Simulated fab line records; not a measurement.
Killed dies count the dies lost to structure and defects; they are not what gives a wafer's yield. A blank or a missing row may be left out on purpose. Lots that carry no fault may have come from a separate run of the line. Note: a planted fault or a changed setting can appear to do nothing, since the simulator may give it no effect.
Lot-split experiment + flow berkeley cmos170 + 27 wafers read across 5 lots, on a route 331 steps long

## ABOUT THE SPLIT
At UCB170_M2_METAL_ETCH_18 (etches Al in Cl2/BCl3, stops on SiO2, target depth 1170 nm, time 195 s), the setting time s was moved away from the recipe's 195 s on 9 of the 27 wafers read, by -36.1% to +53.9%. All remaining wafers had this setting at the recipe value.

## FROM SPLIT TO READING: 1 step shown by the file between the two
- UCB170_M2_STRIP_19: strips in O2

## THE READING
cd nm, in nm, at UCB170_M2_CD_MEAS_90 (target cd 700 nm). Fault-free wafers of this fab line usually give 697 nm, standard deviation 3.6 nm.

| wafer  | tool, chamber at the split | time s as run, s | against the recipe | cd nm, nm | against lot-mates on the recipe |
|--------|----------------------------|------------------|--------------------|-----------|---------------------------------|
| L074.1 | rie metal-01, 0            | 195              | recipe             | 705       | -                               |
| L074.2 | rie metal-01, 1            | 195              | recipe             | 700       | -                               |
| L074.3 | rie metal-01, 0            | 195              | recipe             | 704       | -                               |
| L074.4 | rie metal-01, 1            | 195              | recipe             | 697       | -                               |
| L074.5 | rie metal-01, 0            | 195              | recipe             | 704       | -                               |
| L074.6 | rie metal-01, 1            | 195              | recipe             | 699       | -                               |
| L075.1 | rie metal-04, 1            | 195              | recipe             | 701       | -                               |
| L075.2 | rie metal-04, 0            | 195              | recipe             | 694       | -                               |
| L075.6 | rie metal-04, 0            | 195              | recipe             | 694       | -                               |
| L076.1 | rie metal-04, 0            | 195              | recipe             | 698       | -                               |
| L076.2 | rie metal-04, 1            | 195              | recipe             | 702       | -                               |
| L076.3 | rie metal-04, 0            | 124.7            | -36.1%             | 713       | +14                             |
| L076.4 | rie metal-04, 1            | 124.7            | -36.1%             | 718       | +19                             |
| L076.5 | rie metal-04, 1            | 124.7            | -36.1%             | 723       | +24                             |
| L076.6 | rie metal-04, 0            | 195              | recipe             | 696       | -                               |
| L085.1 | rie metal-01, 1            | 300.2            | +53.9%             | 670       | -26                             |
| L085.2 | rie metal-01, 1            | 195              | recipe             | 695       | -                               |
| L085.3 | rie metal-01, 1            | 195              | recipe             | 697       | -                               |
| L085.4 | rie metal-01, 1            | 300.2            | +53.9%             | 671       | -25                             |
| L085.5 | rie metal-01, 1            | 195              | recipe             | 695       | -                               |
| L085.6 | rie metal-01, 1            | 300.2            | +53.9%             | 670       | -26                             |
| L083.1 | rie metal-04, 1            | 195              | recipe             | 699       | -                               |
| L083.2 | rie metal-04, 0            | 274.7            | +40.9%             | 675       | -24                             |
| L083.3 | rie metal-04, 0            | 274.7            | +40.9%             | 677       | -22                             |
| L083.4 | rie metal-04, 1            | 195              | recipe             | 698       | -                               |
| L083.5 | rie metal-04, 0            | 274.7            | +40.9%             | 674       | -25                             |
| L083.6 | rie metal-04, 1            | 195              | recipe             | 699       | -                               |

THE FIT
A straight line over all 27 wafers: cd nm changes by -0.54 nm for each +1% of time s; r = -0.97; the points scatter about the line by 3.2 nm.
The same after taking each lot's own level away (the mean of its wafers on the recipe; 27 wafers): -0.514 nm for each +1%; r = -0.98; scatter 2.8 nm.
Per that fit: largest time s move, reading shift of 28 nm.
The span of the lots' own levels, 695.7 to 701.5 nm, comes to 1.6 times the standard deviation stated above.
So the lot-to-lot level changes the slope little: the two slopes agree.
Check: -28 nm against its lot-mates is what the line predicts for one of the wafers moved furthest among these (+53.9%) when that wafer is left out of the fit. Against them it came out at -25.7 nm.

## THE OTHER SPLITS THESE WAFERS WENT THROUGH
Note: prior to the reading, these wafers also went through further splits. Each is held against what the fit with the lots' levels taken away leaves over:
| other split on the same wafers           | wafers away from the commonest value | r with cd nm (lot level and that fit taken away) |
|------------------------------------------|--------------------------------------|--------------------------------------------------|
| UCB170_NWELL_ETCH_13 target depth a      | 12                                   | -0.20                                            |
| UCB170_PWELL_OXIDATION_02 ox time s      | 18                                   | -0.08                                            |
| UCB170_ACTIVE_ETCH_15 time s             | 12                                   | -0.25                                            |
| UCB170_SPACER_ETCHBACK_03 target depth a | 6                                    | +0.01                                            |
| UCB170_M1_SPUTTER_00 time s              | 12                                   | -0.12                                            |

## THE WHOLE CHAIN: every reading that the file lists as answering this split, in the file's order
| step                    | what it does                                                           | reading                                                                   | change (the file's fit)                                                             | r (the file's) |
|-------------------------|------------------------------------------------------------------------|---------------------------------------------------------------------------|-------------------------------------------------------------------------------------|----------------|
| UCB170_M2_METAL_ETCH_18 | etches Al in Cl2/BCl3, stops on SiO2, target depth 1170 nm, time 195 s | KrF_of_M2_COAT_10.thk nm (the simulator's own value, which no gauge read) | -5.01 nm for each +1% of the setting                                                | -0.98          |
| UCB170_M2_METAL_ETCH_18 | etches Al in Cl2/BCl3, stops on SiO2, target depth 1170 nm, time 195 s | M2.feature depth nm (the simulator's own value, which no gauge read)      | not straight: 745.2 at the lowest setting, 952.8 at the recipe, 1012 at the highest | not given      |
| UCB170_M2_STRIP_19      | strips in O2                                                           | oes product au                                                            | -0.00486 a.u. for each +1% of the setting                                           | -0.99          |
| UCB170_M2_CD_MEAS_90    | target cd 700 nm                                                       | cd nm                                                                     | -0.513 nm for each +1% of the setting                                               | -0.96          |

## THE FILE'S OWN FIT
cd nm changes by -0.513 nm for each +1% of time s, r = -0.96.
